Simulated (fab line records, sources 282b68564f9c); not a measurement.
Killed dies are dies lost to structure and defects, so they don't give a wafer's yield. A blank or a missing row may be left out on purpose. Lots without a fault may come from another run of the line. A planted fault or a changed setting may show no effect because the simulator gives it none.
Split-lot experiment | flow rit_cmos | 5 lots, 23 wafers read, on a route of 202 steps

THE SPLIT
At RIT_PRETRO_IMPLANT_08, the setting energy_kev was moved away from the recipe's 45 on 5 of the 23 wafers read, by -3.6% to +5.2%. The other wafers ran this setting at the recipe's value.

The reading is taken at the split's own step.

THE READING
implant.drp_nm (the simulator's own value, which no gauge read), in nm, at RIT_PRETRO_IMPLANT_08. The file gives no usual value for it.

wafer  | tool, chamber at the split | energy_kev as run | against the recipe | implant.drp_nm, nm | against lot-mates on the recipe
L074.1 | implanter-02, 0            | 45                | recipe             | 55.07              | -
L074.2 | implanter-02, 0            | 45                | recipe             | 55.07              | -
L074.4 | implanter-02, 0            | 45                | recipe             | 55.07              | -
L074.5 | implanter-02, 0            | 45                | recipe             | 55.07              | -
L074.6 | implanter-02, 0            | 45                | recipe             | 55.07              | -
L079.1 | implanter-03, 0            | 47.32             | +5.2%              | 56.73              | +1.66
L079.3 | implanter-03, 0            | 47.32             | +5.2%              | 56.73              | +1.66
L079.4 | implanter-03, 0            | 47.32             | +5.2%              | 56.73              | +1.66
L079.2 | implanter-03, 0            | 45                | recipe             | 55.07              | -
L079.5 | implanter-03, 0            | 45                | recipe             | 55.07              | -
L080.1 | implanter-04, 0            | 45                | recipe             | 55.07              | -
L080.2 | implanter-04, 0            | 45                | recipe             | 55.07              | -
L080.3 | implanter-04, 0            | 45                | recipe             | 55.07              | -
L080.4 | implanter-04, 0            | 45                | recipe             | 55.07              | -
L080.5 | implanter-04, 0            | 45                | recipe             | 55.07              | -
L084.1 | implanter-03, 0            | 45                | recipe             | 55.07              | -
L084.2 | implanter-03, 0            | 45                | recipe             | 55.07              | -
L084.4 | implanter-03, 0            | 45                | recipe             | 55.07              | -
L084.3 | implanter-03, 0            | 43.4              | -3.6%              | 53.9               | -1.17
L084.5 | implanter-03, 0            | 43.4              | -3.6%              | 53.9               | -1.17
L085.3 | implanter-04, 0            | 45                | recipe             | 55.07              | -
L085.5 | implanter-04, 0            | 45                | recipe             | 55.07              | -
L085.6 | implanter-04, 0            | 45                | recipe             | 55.07              | -

THE FIT
A straight line over all 23 wafers: implant.drp_nm changes by +0.324 nm for each +1% of energy_kev; r = +1.00; the points scatter about the line by 0.0061 nm.
The same after taking each lot's own level away (the mean of its wafers on the recipe; 23 wafers): +0.324 nm for each +1%; r = +1.00; scatter 0.0061 nm.
On that fit, the largest move of energy_kev shifts the reading by 1.7 nm.
The lots' own levels span 55.070 to 55.070 nm.
So the lot-to-lot level changes the slope little: the two slopes agree.
Check: with one of the wafers moved furthest among these (+5.2%) left out of the fit, the line predicts +1.67 nm for it against its lot-mates. It came out at +1.66 nm against them.

OTHER SPLITS ON THESE WAFERS
These wafers also went through other splits before the reading. Each is held against what the fit with the lots' levels taken away leaves over:
other split on the same wafers   | wafers away from the commonest value | r with implant.drp_nm (lot level and that fit taken away)
RIT_ACTIVE_OXIDATION_01 temp_c   | 18                                   | +0.21
RIT_ACTIVE_COAT_06 resist_thk_nm | 8                                    | -0.14
RIT_ACTIVE_DEVELOP_10 dev_temp_c | 5                                    | -0.01
RIT_FOX1_OXIDATION_00 temp_c     | 10                                   | +0.34
RIT_NWELL_IMPLANT_08 energy_kev  | 7                                    | -0.26
RIT_PWELL_COAT_01 spin_rpm       | 9                                    | +0.67
RIT_PWELL_IMPLANT_08 dose_cm2    | 8                                    | +0.29

THE WHOLE CHAIN: every reading that the file lists as answering this split, in the file's order
step                  | what it does | reading                                                         | change (the file's fit)               | r (the file's)
RIT_PRETRO_IMPLANT_08 |              | implant.rp_nm (the simulator's own value, which no gauge read)  | +1.37 nm for each +1% of the setting  | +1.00
RIT_PRETRO_IMPLANT_08 |              | implant.drp_nm (the simulator's own value, which no gauge read) | +0.324 nm for each +1% of the setting | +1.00

THE FILE'S OWN FIT
implant.drp_nm changes by +0.324 nm for each +1% of energy_kev, r = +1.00.
